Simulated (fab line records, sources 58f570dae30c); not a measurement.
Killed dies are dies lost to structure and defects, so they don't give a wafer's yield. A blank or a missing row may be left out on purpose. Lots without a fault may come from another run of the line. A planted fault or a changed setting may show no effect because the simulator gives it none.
Problem report in the 8D (eight disciplines) form, filled by code | flow berkeley_cmos170 | the parts of the form that need people (team, actions taken, sign-off) are left out

1. THE PROBLEM
dose_ions_cm2 at UCB170_PVT_IMPLANT_07 reads a mean of 1.9750e+12 on 6 wafers of 2 lots; wafers without a fault read 1.9995e+12 with a standard deviation of 2.3e+09. That is -11 standard deviations from the usual mean.
First seen on wafer L552.1, day 10 17:02, on implanter-03. The record holds 42 wafers of 14 lots with a number at this step. Rule for "out", or "out of limits": more than 4 standard deviations from the usual mean. The other wafers with a number count as sound.

2. WHAT IT IS AND WHAT IT IS NOT
question                    | is                     | is not
which readings at this step | dose_ions_cm2          | -
which lots                  | L552, L554             | L533, L534, L535, L536, L538, L539, L542, L543, L545, L546, L550, L555
which wafers of those lots  | all that have a number | -
read on which tools         | implanter-03           | implanter-01, implanter-02
when                        | from day 10 17:02      | up to then (33 sound wafers); but 3 sound wafers of L555 came after

3. SUSPECTS, AND WHAT RULES EACH OUT
Counting: a tool at a process step up to the reading stays a suspect if it ran every lot that is out and no sound lot after the first of them.
- implanter-03 at UCB170_PVT_IMPLANT_07: kept. It ran every lot that is out, first L552 (day 10 17:02), and no sound lot after that; its last sound lot up to then is L550 (day 9 16:41). Its own readings are out on those wafers: dose_ions_cm2.
Left after counting: implanter-03 at UCB170_PVT_IMPLANT_07.

4. THE CAUSE (what the simulator had put in)
Process parameter drift: implanter-03, from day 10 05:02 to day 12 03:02, at UCB170_PVT_IMPLANT_07. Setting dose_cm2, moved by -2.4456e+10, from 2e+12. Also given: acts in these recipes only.
Counting left only this tool.

5. THE CHAIN OF EFFECTS, in route order
Each row: a reading whose mean over the struck wafers that have a number lies more than 3 standard deviations from the usual. Only readings for which the record gives a usual standard deviation are gone through. hours: the time from each lot's start at the first step in this table that gives one to its start at this step, as a median over the lots. sigmas: the change in usual standard deviations.
hours | step                  | reading       | usual      | on struck wafers | change      | sigmas
0     | UCB170_PVT_IMPLANT_07 | dose_ions_cm2 | 1.9995e+12 | 1.9750e+12       | -2.4550e+10 | -11
The process steps in it:
- UCB170_PVT_IMPLANT_07

6. WHAT WOULD HAVE CAUGHT IT SOONER
In this record the first reading out of limits was taken at day 10 17:02, 12 hours after the fault began at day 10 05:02.
